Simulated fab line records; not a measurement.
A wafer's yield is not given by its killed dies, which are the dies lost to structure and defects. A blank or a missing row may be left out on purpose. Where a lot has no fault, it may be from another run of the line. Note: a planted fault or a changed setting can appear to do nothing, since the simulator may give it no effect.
fab line records    flow berkeley_cmos170
record lots=14  wafers=42  last_day=12
route steps=331 shown FIELD@91 NVT@108
lots untouched by any fault: they come from a run of this same line in which no faults occurred
start_h: start of the lot's first displayed wafer, in hours after the record's first day    wait_h: hours from the lot's prior step to this one    " as in the row above    L1.1+2: one row covering several wafers at once    - value missing, or start not given    * or withheld: withheld    < > ~ a bound
route shown NAME@n: names a module that has steps shown in the file, with the first one's number in the route    usual: mean/standard deviation of fault-free wafers    same: alike in all rows    chamber/n: place in a boat    sites: each site's reading    _std_site: standard deviation across them    _edge_site: inner sites' mean taken away from outer sites' mean    radius_mm: for every site, how far away it sits from the centre of the wafer    mask NAME#n: copy n    behind: the last tool/chamber to shape the wafer    hold: cause of the lot's hold/its duration in hours/its outcome    device: names the non-switching transistor (n, p or np)    end of line: tests run on the same wafers once the route is complete    a step without rows: its recipe alone    killed: at the first sort, the dies lost to defects and structure; wafer yield is something else    map: the dies of a wafer, with x for killed, . for not killed, _ for no die there
set.NAME: the setting as run; set.NAME@STEP: as run at that earlier step    model.NAME: the simulator's own value behind a step, which no gauge read
route steps across a sampled set of lots; one table per step, one row per wafer
services: the hour from which a tool's chamber was out of use, counted from the record's first day as start_h (under 0 if before that day), plus the number of hours and why
## steps
# step UCB170_FIELD_THK_MEAS_02
# recipe reads=SiO2_of_FIELD_OXIDATION_01
# usual FIELD_OXIDE_THK=566/12
lot.wafer  tool           chamber  start_h  wait_h  FIELD_OXIDE_THK[nm]
L609.2     film_metro-04  -        99.77    0.0     574
L609.4     "              -        "        "       576
L609.6     "              -        "        "       575
L610.1     film_metro-03  -        109.27   0.0     571
L610.5     "              -        "        "       571
L610.6     "              -        "        "       575
L611.2     film_metro-04  -        109.28   0.0     591
L611.3     "              -        "        "       580
L611.6     "              -        "        "       582
L613.1     film_metro-02  -        125.87   0.0     585
L613.3     "              -        "        "       582
L613.5     "              -        "        "       577
L614.2     film_metro-02  -        125.94   0.1     575
L614.3     "              -        "        "       573
L614.4     "              -        "        "       566
L618.2     film_metro-03  -        131.46   0.0     582
L618.3     "              -        "        "       582
L618.4     "              -        "        "       586
L621.2     film_metro-03  -        143.93   0.0     555
L621.3     "              -        "        "       562
L621.4     "              -        "        "       570
L619.1     film_metro-02  -        143.94   0.0     564
L619.2     "              -        "        "       559
L619.3     "              -        "        "       559
L620.3     film_metro-03  -        144.00   0.1     566
L620.4     "              -        "        "       585
L620.5     "              -        "        "       583
L623.2     film_metro-03  -        162.07   0.1     567
L623.4     "              -        "        "       564
L623.6     "              -        "        "       559
L629.1     film_metro-03  -        183.22   0.0     562
L629.2     "              -        "        "       559
L629.5     "              -        "        "       562
L630.2     film_metro-04  -        183.25   0.0     553
L630.5     "              -        "        "       555
L630.6     "              -        "        "       558
L631.2     film_metro-02  -        190.17   0.0     567
L631.3     "              -        "        "       551
L631.5     "              -        "        "       554
L632.1     film_metro-02  -        198.58   0.0     535
L632.2     "              -        "        "       534
L632.6     "              -        "        "       529
# step UCB170_FIELD_THK_MEAS_90
# recipe reads=SiO2_of_FIELD_OXIDATION_01
# usual FIELD_OXIDE_LEFT_1_THK=449/12
lot.wafer  tool           chamber  start_h  wait_h  FIELD_OXIDE_LEFT_1_THK[nm]
L609.2     film_metro-02  -        108.33   0.0     458
L609.4     "              -        "        "       460
L609.6     "              -        "        "       458
L610.1     film_metro-03  -        120.87   0.0     454
L610.5     "              -        "        "       455
L610.6     "              -        "        "       458
L611.2     film_metro-02  -        120.88   0.0     473
L611.3     "              -        "        "       463
L611.6     "              -        "        "       467
L613.1     film_metro-03  -        132.03   0.0     469
L613.3     "              -        "        "       467
L613.5     "              -        "        "       461
L614.2     film_metro-02  -        132.04   0.0     460
L614.3     "              -        "        "       457
L614.4     "              -        "        "       451
L618.2     film_metro-02  -        137.41   0.0     464
L618.3     "              -        "        "       465
L618.4     "              -        "        "       468
L619.1     film_metro-03  -        150.77   0.0     448
L619.2     "              -        "        "       443
L619.3     "              -        "        "       442
L621.2     film_metro-02  -        150.78   0.0     440
L621.3     "              -        "        "       447
L621.4     "              -        "        "       455
L620.3     film_metro-03  -        150.85   0.1     450
L620.4     "              -        "        "       468
L620.5     "              -        "        "       467
L623.2     film_metro-03  -        168.41   0.0     452
L623.4     "              -        "        "       448
L623.6     "              -        "        "       443
L629.1     film_metro-02  -        191.03   0.0     445
L629.2     "              -        "        "       442
L629.5     "              -        "        "       445
L630.2     film_metro-03  -        191.04   0.0     437
L630.5     "              -        "        "       439
L630.6     "              -        "        "       441
L631.2     film_metro-03  -        199.14   0.0     451
L631.3     "              -        "        "       435
L631.5     "              -        "        "       437
L632.1     film_metro-02  -        205.41   0.0     419
L632.2     "              -        "        "       417
L632.6     "              -        "        "       412
# step UCB170_NVT_PEB_04
# recipe peb_temp_c=130  peb_time_s=withheld  resist=KrF
# usual chill_plate_temp_C=23.02/0.098  exhaust_pa=45.0/0.76
lot.wafer  tool            chamber  start_h  wait_h  chill_plate_temp_C  exhaust_pa
L609.2     litho_track-02  0        127.99   0.6     23.00               44.2
L609.4     "               0        "        "       22.97               44.3
L609.6     "               0        "        "       23.07               44.1
L610.1     litho_track-01  0        131.72   0.1     22.96               44.7
L610.5     "               0        "        "       23.01               45.3
L610.6     "               0        "        "       22.83               45.1
L611.2     litho_track-04  0        131.86   0.1     22.95               45.9
L611.3     "               0        "        "       23.02               46.2
L611.6     "               0        "        "       23.08               45.4
L614.2     litho_track-04  0        141.63   0.1     22.88               46.2
L614.3     "               0        "        "       22.88               45.3
L614.4     "               0        "        "       22.93               44.7
L613.1     litho_track-02  0        141.72   0.1     22.92               45.8
L613.3     "               0        "        "       22.95               44.3
L613.5     "               0        "        "       22.85               45.2
L618.2     litho_track-01  0        149.36   0.1     22.98               45.4
L618.3     "               0        "        "       23.05               45.4
L618.4     "               0        "        "       23.06               45.1
L621.2     litho_track-02  0        160.79   0.5     23.04               45.4
L621.3     "               0        "        "       23.01               43.8
L621.4     "               0        "        "       22.84               45.7
L620.3     litho_track-02  -        161.09   0.4     -                   -
L620.4     "               -        "        "       -                   -
L620.5     "               -        "        "       -                   -
L619.1     litho_track-04  -        161.44   0.5     -                   -
L619.2     "               -        "        "       -                   -
L619.3     "               -        "        "       -                   -
L623.2     litho_track-02  0        185.14   0.7     23.20               44.9
L623.4     "               0        "        "       22.99               45.2
L623.6     "               0        "        "       23.28               44.2
L629.1     litho_track-04  0        207.70   0.1     23.01               46.0
L629.2     "               0        "        "       23.13               45.5
L629.5     "               0        "        "       23.08               44.2
L630.2     litho_track-01  0        207.97   0.1     23.14               44.4
L630.5     "               0        "        "       23.07               44.5
L630.6     "               0        "        "       23.06               45.8
L631.2     litho_track-04  0        216.39   0.5     23.14               46.2
L631.3     "               0        "        "       23.23               46.3
L631.5     "               0        "        "       23.06               44.7
L632.1     litho_track-02  0        223.98   0.6     23.11               44.0
L632.2     "               0        "        "       23.11               43.9
L632.6     "               0        "        "       23.00               45.3
# step UCB170_NVT_STRIP_08
# recipe chemistry=O2  power_w=400  pressure_mtorr=3500  platen_temp_c=withheld  o2_flow_sccm=400  overash_fraction=0.5
# usual drypump_motor_current_A=5.7/0.35  o2_flow_sccm=400.1/1.2  oes_product_au=0.735/0.0044  strip_time_to_endpoint_s=21.62/0.056
lot.wafer  tool             chamber  start_h  wait_h  drypump_motor_current_A  o2_flow_sccm  oes_product_au  rf_hours_counter_h  strip_time_to_endpoint_s
L609.2     plasma_asher-04  1        128.46   0.1     5.8                      398.7         0.734           44                  21.62
L609.4     "                1        "        "       5.8                      400.6         0.738           -                   21.59
L609.6     "                0        "        "       6.2                      401.1         0.738           -                   21.58
L610.1     plasma_asher-01  0        132.18   0.1     5.5                      399.1         0.738           38                  21.65
L610.5     "                0        "        "       5.5                      399.4         0.739           -                   21.57
L610.6     "                1        "        "       5.9                      401.8         0.739           -                   21.60
L611.2     plasma_asher-03  0        132.33   0.1     5.3                      400.8         0.739           34                  21.53
L611.3     "                1        "        "       5.1                      399.3         0.738           -                   21.62
L611.6     "                1        "        "       5.1                      401.3         0.738           -                   21.62
L614.2     plasma_asher-01  1        145.48   0.1     5.9                      400.4         0.732           39                  21.60
L614.3     "                1        "        "       6.0                      401.0         0.732           -                   21.56
L614.4     "                0        "        "       5.5                      400.0         0.730           -                   21.58
L613.1     plasma_asher-04  1        145.63   0.1     5.8                      400.2         0.727           46                  21.55
L613.3     "                1        "        "       5.8                      401.1         0.733           -                   21.57
L613.5     "                1        "        "       5.8                      398.4         0.736           -                   21.59
L618.2     plasma_asher-03  0        149.80   0.1     5.2                      398.3         0.736           36                  21.64
L618.3     "                0        "        "       5.3                      400.3         0.731           -                   21.63
L618.4     "                1        "        "       5.1                      402.2         0.731           -                   21.65
L621.2     plasma_asher-01  1        161.22   0.1     6.0                      400.7         0.726           41                  21.62
L621.3     "                0        "        "       5.6                      399.0         0.736           -                   21.64
L621.4     "                1        "        "       6.0                      400.6         0.738           -                   21.58
L620.3     plasma_asher-03  1        161.53   0.1     5.1                      398.9         0.735           -                   21.51
L620.4     "                0        "        "       5.3                      400.8         0.742           -                   21.52
L620.5     "                0        "        "       5.3                      400.1         0.728           -                   21.53
L619.1     plasma_asher-04  0        161.90   0.1     6.1                      400.3         0.736           48                  21.57
L619.2     "                1        "        "       5.7                      401.4         0.738           48                  21.52
L619.3     "                1        "        "       5.8                      400.2         0.730           -                   21.52
L623.2     plasma_asher-03  0        185.57   0.1     5.3                      401.5         0.734           41                  21.63
L623.4     "                1        "        "       5.1                      399.8         0.738           -                   21.65
L623.6     "                1        "        "       5.1                      401.3         0.733           -                   21.68
L629.1     plasma_asher-01  0        208.16   0.1     5.5                      397.2         0.732           47                  21.74
L629.2     "                1        "        "       5.9                      398.6         0.736           47                  21.65
L629.5     "                0        "        "       5.5                      398.6         0.737           -                   21.63
L630.2     plasma_asher-03  1        208.41   0.1     5.1                      399.7         0.729           44                  21.58
L630.5     "                1        "        "       5.1                      400.9         0.738           -                   21.58
L630.6     "                0        "        "       5.3                      400.0         0.736           -                   21.59
L631.2     plasma_asher-04  0        216.83   0.1     6.1                      398.4         0.731           55                  21.64
L631.3     "                0        "        "       6.1                      399.3         0.733           -                   21.64
L631.5     "                1        "        "       5.8                      398.6         0.732           -                   21.59
L632.1     plasma_asher-01  0        224.44   0.1     5.5                      401.0         0.735           49                  21.66
L632.2     "                1        "        "       5.9                      402.1         0.732           49                  21.66
L632.6     "                0        "        "       5.5                      401.2         0.729           -                   21.68
## services
tool             chamber  start_h  hours  kind
plasma_asher-01  -        138.32   4.1    repair
plasma_asher-04  -        141.74   1.0    repair
## key
first_sign step=UCB170_NVT_PEB_04  reading=tool_record  direction=missing
effect none on later readings
met_at UCB170_NVT_PEB_04
struck_lots L619,L620
sort_left_out L619.1,L619.2,L619.3,L620.3,L620.4,L620.5
tester_left_out L619,L620
not_acting_at UCB170_FIELD_THK_MEAS_02,UCB170_FIELD_THK_MEAS_90,UCB170_NVT_STRIP_08
onset_between 160.79 161.09
fault kind=skipped_step_whole  tool=litho_track-02,litho_track-04  chamber=-  onset_h=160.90  steps=UCB170_NVT_PEB_04  scope=struck_lots_only
# tester_left_out: of these lots the tester's yield and bins aren't shown, on N5 and GAA mostly nor the transistor test; their killed dies are dies lost to structure and defects alone, not to doping, threshold or leakage, so they don't give the yield
# sort_left_out: the simulated sort isn't trusted on such a fault, so these wafers' sort isn't shown, and their yield isn't known
